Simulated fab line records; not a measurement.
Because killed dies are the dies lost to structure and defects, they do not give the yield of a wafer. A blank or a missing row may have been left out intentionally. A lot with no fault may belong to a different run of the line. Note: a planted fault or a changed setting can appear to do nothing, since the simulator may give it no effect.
Lot-split experiment -- flow rit-cmos -- route with 202 steps; 5 lots, 23 wafers read

## THE SPLIT ITSELF
At RIT_M1_METAL_ETCH_12 (etches Al in Cl2/BCl3, stops on SiO2, time 165 s, target depth 600 nm), the setting time-s was moved away from the recipe's 165 s on 5 of the 23 wafers read, by +9.8% to +11.1%. This setting was run at the recipe's value on the other wafers.

The reading is taken at the split's own step.

## THE READING
NOVOLAK_of_M1_COAT_04.thk-nm (the simulator's own value, which no gauge read), in nm, at RIT_M1_METAL_ETCH_12 (etches Al in Cl2/BCl3, stops on SiO2, time 165 s, target depth 600 nm). No usual value for it is given in the file. Across the 18 wafers here that went through the recipe, the average is 804.2 nm and the standard deviation 7.7 nm.

wafer,"tool, chamber at the split","time-s as run, s",against the recipe,"NOVOLAK_of_M1_COAT_04.thk-nm, nm",against lot-mates on the recipe
L076.1,"rie-metal-02, 0",165,recipe,807.7,-
L076.4,"rie-metal-02, 1",165,recipe,788.7,-
L076.5,"rie-metal-02, 0",165,recipe,806.5,-
L077.1,"rie-metal-01, 1",165,recipe,818.1,-
L077.2,"rie-metal-01, 0",165,recipe,802.1,-
L077.3,"rie-metal-01, 1",165,recipe,820,-
L077.4,"rie-metal-01, 0",183.3,+11.1%,765.2,-48.2
L077.6,"rie-metal-01, 0",183.3,+11.1%,770.4,-43.0
L079.2,"rie-metal-02, 1",165,recipe,795.2,-
L079.3,"rie-metal-02, 0",165,recipe,811.8,-
L079.4,"rie-metal-02, 1",165,recipe,797.1,-
L079.5,"rie-metal-02, 1",165,recipe,797.3,-
L079.6,"rie-metal-02, 0",165,recipe,810.4,-
L082.2,"rie-metal-02, 1",181.2,+9.8%,760,-39.6
L082.3,"rie-metal-02, 1",181.2,+9.8%,757.5,-42.1
L082.4,"rie-metal-02, 0",165,recipe,798.4,-
L082.5,"rie-metal-02, 1",181.2,+9.8%,759,-40.6
L082.6,"rie-metal-02, 0",165,recipe,800.9,-
L085.1,"rie-metal-02, 0",165,recipe,807.7,-
L085.2,"rie-metal-02, 1",165,recipe,801.8,-
L085.3,"rie-metal-02, 0",165,recipe,802.6,-
L085.4,"rie-metal-02, 1",165,recipe,801,-
L085.5,"rie-metal-02, 0",165,recipe,808,-

THE FIT
A straight line over all 23 wafers: NOVOLAK_of_M1_COAT_04.thk-nm changes by -3.99 nm for each +1% of time-s; r = -0.91; the points scatter about the line by 7.9 nm.
The same after taking each lot's own level away (the mean of its wafers on the recipe; 23 wafers): -4.14 nm for each +1%; r = -0.95; scatter 5.9 nm.
Per that fit: largest time-s move, reading shift of 46 nm.
Across the lots, their own levels run from 799.65 to 813.40 nm, a range of 1.8 times the standard deviation given above.
Hence the lot-to-lot level has little effect on the slope; both slopes agree.
Check: -45.2 nm against its lot-mates is what the line predicts for one of the wafers moved furthest among these (+11.1%) when that wafer is left out of the fit. Against them it came out at -48.2 nm.

## THESE WAFERS: OTHER SPLITS
Note: prior to the reading, these wafers also went through further splits. Each is held against what the fit with the lots' levels taken away leaves over:
other split on the same wafers,wafers away from the commonest value,r with NOVOLAK_of_M1_COAT_04.thk-nm (lot level and that fit taken away)
RIT_PSD_COAT_01 spin-rpm,9,+0.11
RIT_SILICIDE_SPUTTER_01 power-w,6,-0.02
RIT_CONTACT_DEVELOP_07 develop-time-s,9,+0.18

## THE FILE'S OWN FIT
NOVOLAK_of_M1_COAT_04.thk-nm changes by -4.13 nm for each +1% of time-s, r = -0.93.
